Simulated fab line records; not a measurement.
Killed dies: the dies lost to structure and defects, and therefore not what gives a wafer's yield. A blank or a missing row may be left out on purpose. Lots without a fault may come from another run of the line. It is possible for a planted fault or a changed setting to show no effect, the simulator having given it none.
Which tool was responsible? / flow berkeley cmos170 / Sampling: 7 lots, 21 wafers, 2 of 331 route steps

WHAT THE GAUGES SHOWED, per wafer
UCB170_FIELD_THK_MEAS_91.
lot=L297; measured=day 7 00:20; on=film metro-01; FIELD_OXIDE_LEFT_2_THK (nm)=339 343 339
lot=L298; measured=day 7 19:50; on=film metro-03; FIELD_OXIDE_LEFT_2_THK (nm)=351 371 366
lot=L302; measured=day 8 16:52; on=film metro-04; FIELD_OXIDE_LEFT_2_THK (nm)=360 357 356
lot=L303; measured=day 8 17:11; on=film metro-04; FIELD_OXIDE_LEFT_2_THK (nm)=336 346 356
lot=L307; measured=day 9 06:22; on=film metro-01; FIELD_OXIDE_LEFT_2_THK (nm)=346 347 341
lot=L309; measured=day 10 10:45; on=film metro-03; FIELD_OXIDE_LEFT_2_THK (nm)=360 355 353
lot=L314; measured=day 11 05:57; on=film metro-04; FIELD_OXIDE_LEFT_2_THK (nm)=359 359 363

WHAT TOOL EACH LOT RAN ON (gives the tool, then ch and the chambers of the sampled wafers, and finally the start)
lot=L297; UCB170_NVT_STRIP_08=plasma asher-03 ch 0,1, day 6 21:58
lot=L298; UCB170_NVT_STRIP_08=plasma asher-01 ch 0,1, day 7 16:51
lot=L302; UCB170_NVT_STRIP_08=plasma asher-01 ch 0, day 8 14:29
lot=L303; UCB170_NVT_STRIP_08=plasma asher-03 ch 1, day 8 14:47
lot=L307; UCB170_NVT_STRIP_08=plasma asher-01 ch 0,1, day 9 04:02
lot=L309; UCB170_NVT_STRIP_08=plasma asher-03 ch 0,1, day 10 08:21
lot=L314; UCB170_NVT_STRIP_08=plasma asher-01 ch 0,1, day 11 04:04
- UCB170_NVT_STRIP_08: strips in O2.

THE ANSWER, worked out from the rows above alone
Rule: the lots themselves supply what counts as usual. Put in order of their means at a reading, lots are off if they are a third of the lots or fewer, leave a main group of 4 or more, and stand apart from it by a gap of 3 or more times the standard deviation of the main group's means; of several such gaps the widest counts. The tables above print the reading to a certain number of digits; a main group whose means all agree to those digits is not used. A lot without any number at a reading at which 4 lots or more have one is off too. The other lots that the step has rows for count as sound.
No lot is off on any of the readings shown, so nothing can be concluded from this.

WHAT THE SIMULATOR HAD INSERTED
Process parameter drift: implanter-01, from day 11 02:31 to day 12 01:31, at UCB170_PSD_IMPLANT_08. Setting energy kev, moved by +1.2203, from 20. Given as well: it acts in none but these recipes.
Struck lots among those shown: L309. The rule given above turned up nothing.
